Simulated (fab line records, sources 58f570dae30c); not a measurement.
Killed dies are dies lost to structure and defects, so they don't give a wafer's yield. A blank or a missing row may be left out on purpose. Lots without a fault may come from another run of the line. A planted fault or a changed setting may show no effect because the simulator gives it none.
Tool commonality check | flow berkeley_cmos170 | 14 lots, 42 wafers sampled

WHY IT WAS OPENED
At UCB170_PFIELD_TW_MEAS_09 the reading PFIELD_TW is flagged on 2 of 14 lots. Wafers without a fault read 604.0, standard deviation 2.7.
Rule: a lot is flagged when every wafer of it that has a number lies more than 4 standard deviations from that mean, or none has a number. The other lots count as sound.

lot  | measured    | on            | PFIELD_TW, wafer by wafer | flag
L622 | day 4 04:11 | film_metro-02 | 599.1 600.6 607.2         |
L623 | day 4 13:34 | film_metro-02 | 604.6 605.5 599.5         |
L624 | day 5 02:32 | film_metro-03 | 600.8 604.8 602.7         |
L627 | day 5 16:04 | film_metro-03 | 604.2 603.6 600.3         |
L626 | day 5 16:21 | film_metro-01 | 604.9 610.5 607.6         |
L632 | day 6 08:49 | film_metro-03 | 632.5 630.8 633.6         | FLAGGED
L633 | day 6 18:28 | film_metro-02 | 635.2 633.6 629.1         | FLAGGED
L637 | day 7 10:47 | film_metro-03 | 604.6 602.7 603.8         |
L636 | day 7 10:56 | film_metro-02 | 608.3 605.4 606.0         |
L638 | day 8 04:31 | film_metro-01 | 601.9 608.6 605.1         |
L639 | day 8 05:29 | film_metro-02 | 603.7 606.5 604.0         |
L641 | day 8 06:26 | film_metro-03 | 601.1 602.4 604.1         |
L645 | day 9 01:46 | film_metro-02 | 611.4 608.3 605.6         |
L643 | day 9 01:50 | film_metro-03 | 604.3 606.0 603.7         |
The numbers of the flagged lots are 632.5 on average: +28.5 against the usual, or +11 standard deviations.

WHICH TOOL RAN EACH LOT
The record holds 1 process step before the reading, out of a route of 331 steps. In each cell: the tool, then ch and the chambers that the sampled wafers went through, then the start.
lot  | flag    | UCB170_PFIELD_IMPLANT_07
L622 |         | implanter-02 ch 0, day 4 03:56
L623 |         | implanter-02 ch 0, day 4 13:19
L624 |         | implanter-04 ch 0, day 5 02:20
L627 |         | implanter-02 ch 0, day 5 15:49
L626 |         | implanter-01 ch 0, day 5 16:07
L632 | FLAGGED | implanter-01 ch 0, day 6 08:34
L633 | FLAGGED | implanter-01 ch 0, day 6 18:13
L637 |         | implanter-04 ch 0, day 7 10:32
L636 |         | implanter-02 ch 0, day 7 10:41
L638 |         | implanter-04 ch 0, day 8 04:17
L639 |         | implanter-02 ch 0, day 8 05:14
L641 |         | implanter-02 ch 0, day 8 06:12
L645 |         | implanter-04 ch 0, day 9 01:34
L643 |         | implanter-02 ch 0, day 9 01:35
What these steps do:
- UCB170_PFIELD_IMPLANT_07
- UCB170_PFIELD_TW_MEAS_09

FLAGGED OVER TOTAL, TOOL BY TOOL (the gauges that took the reading come last)
step                     | tool          | lots run | flagged | share of the flagged lots | sound lots run after its first flagged lot
UCB170_PFIELD_IMPLANT_07 | implanter-01  | 3        | 2       | all                       | 0
UCB170_PFIELD_IMPLANT_07 | implanter-02  | 7        | 0       | none                      | -
UCB170_PFIELD_IMPLANT_07 | implanter-04  | 4        | 0       | none                      | -
UCB170_PFIELD_TW_MEAS_09 | film_metro-01 | 2        | 0       | none                      | -
UCB170_PFIELD_TW_MEAS_09 | film_metro-02 | 6        | 1       | some                      | 3 (L636,L639,L645)
UCB170_PFIELD_TW_MEAS_09 | film_metro-03 | 6        | 1       | some                      | 3 (L637,L641,L643)

WHAT THE TABLE ALLOWS
1 row of the table ran every flagged lot: implanter-01 at UCB170_PFIELD_IMPLANT_07.
- implanter-01 at UCB170_PFIELD_IMPLANT_07: 2 of its 3 lots flagged. Its last sound lot is L626 (day 5 16:07), its first flagged lot L632 (day 6 08:34): a fault that began between those two fits. Its own readings lie more than 4 standard deviations out on every wafer of the flagged lots: dose_ions_cm2, faraday_current_uA.
One tool is left: implanter-01 at UCB170_PFIELD_IMPLANT_07.

WHAT THE SIMULATOR HAD PUT IN
Process parameter drift: implanter-01, from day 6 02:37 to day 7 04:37, at UCB170_PFIELD_IMPLANT_07. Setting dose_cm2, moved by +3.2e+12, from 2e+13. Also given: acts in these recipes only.
Lots struck among those shown: L632, L633. The rule above found the same.
